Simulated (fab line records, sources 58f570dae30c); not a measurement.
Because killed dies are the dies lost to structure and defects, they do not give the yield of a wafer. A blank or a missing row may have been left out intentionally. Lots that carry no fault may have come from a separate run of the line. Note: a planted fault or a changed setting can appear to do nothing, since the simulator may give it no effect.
2 desks looking at one fault | flow berkeley cmos170 | only its own numbers are on each desk; what lay behind them is given at the end

FOR THE TOOL OWNER'S DESK: implanter-01
UCB170_PWELL_IMPLANT_15, tool's own readings: per-lot mean of the sampled wafers with a number, covering each lot this tool ran. Marked OUT: a lot whose mean sits more than 4 standard deviations from the usual mean, which makes it out of limits; the brackets give that distance.
Columns: A = end station pressure torr at UCB170_PWELL_IMPLANT_15, usual 5e-06 Torr; B = faraday current uA at UCB170_PWELL_IMPLANT_15, usual 15.9; C = tilt deg at UCB170_PWELL_IMPLANT_15, usual 7.007 degrees
lot  | first seen here | A     | B    | C
L240 | day 3 13:30     | 5e-06 | 15.8 | 6.989
L242 | day 4 04:46     | 5e-06 | 16.0 | 7.006
L246 | day 4 18:56     | 5e-06 | 15.6 | 6.995
L249 | day 5 14:57     | 5e-06 | 16.0 | 4.401 (-99 or more) OUT
L254 | day 6 19:16     | 5e-06 | 15.8 | 4.412 (-99 or more) OUT
This desk's finding: out of limits on L249, L254; first on L249, day 5 14:57 (tilt deg at UCB170_PWELL_IMPLANT_15). In limits: L240, L242, L246.

AT THE METROLOGY DESK
Means of the sampled wafers that have a number, per lot and without regard to the tool the lot ran on: this is what the gauges read. Marked OUT: a lot whose mean sits more than 4 standard deviations from the usual mean, which makes it out of limits; the brackets give that distance.
Columns: A = START_OXIDE_THK at UCB170_START_THK_MEAS_03, usual 20.0 nm; B = NWELL_NITRIDE_THK at UCB170_NWELL_THK_MEAS_05, usual 223.6 nm; C = NWELL_TW at UCB170_NWELL_TW_MEAS_16, usual 1254
lot  | first seen here | A    | B     | C
L238 | day 1 12:07     | 19.4 | 226.7 | 1254
L240 | day 1 21:48     | 20.2 | 223.1 | 1250
L241 | day 2 05:15     | 19.8 | 221.5 | 1257
L242 | day 2 13:07     | 20.3 | 223.6 | 1244
L245 | day 3 03:40     | 20.9 | 225.1 | 1251
L246 | day 3 03:40     | 20.6 | 222.2 | 1249
L247 | day 3 10:57     | 19.7 | 222.2 | 1247
L249 | day 3 22:47     | 19.5 | 224.1 | 1266
L251 | day 4 07:08     | 19.5 | 225.4 | 1267
L254 | day 4 23:43     | 20.4 | 221.9 | 1265
L255 | day 5 02:56     | 19.1 | 221.8 | 1241
L257 | day 5 14:11     | 20.5 | 224.1 | 1259
L258 | day 5 18:12     | 19.7 | 223.0 | 1264
L261 | day 6 13:25     | 19.7 | 222.3 | 1265
This desk found nothing out of limits on any of the 14 lots.

TAKEN TOGETHER
On L249, L254, at day 5 14:57, an alarm was possible from the tool owner's desk.
At the metrology desk, nothing out of limits was observed.
The metrology desk has L249, L254 on record, within its limits.
Of the lots named, all ran UCB170_PWELL_IMPLANT_15 on implanter-01.

WHAT THE SIMULATOR HAD PUT IN
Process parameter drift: implanter-01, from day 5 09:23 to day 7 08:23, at UCB170_PWELL_IMPLANT_15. The setting tilt deg was moved by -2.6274, starting from 7. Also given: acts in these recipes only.
Struck lots among those shown: L249, L254.
Delay in hours, fault start to first out-of-limits reading, by desk: the tool owner's desk at 6.
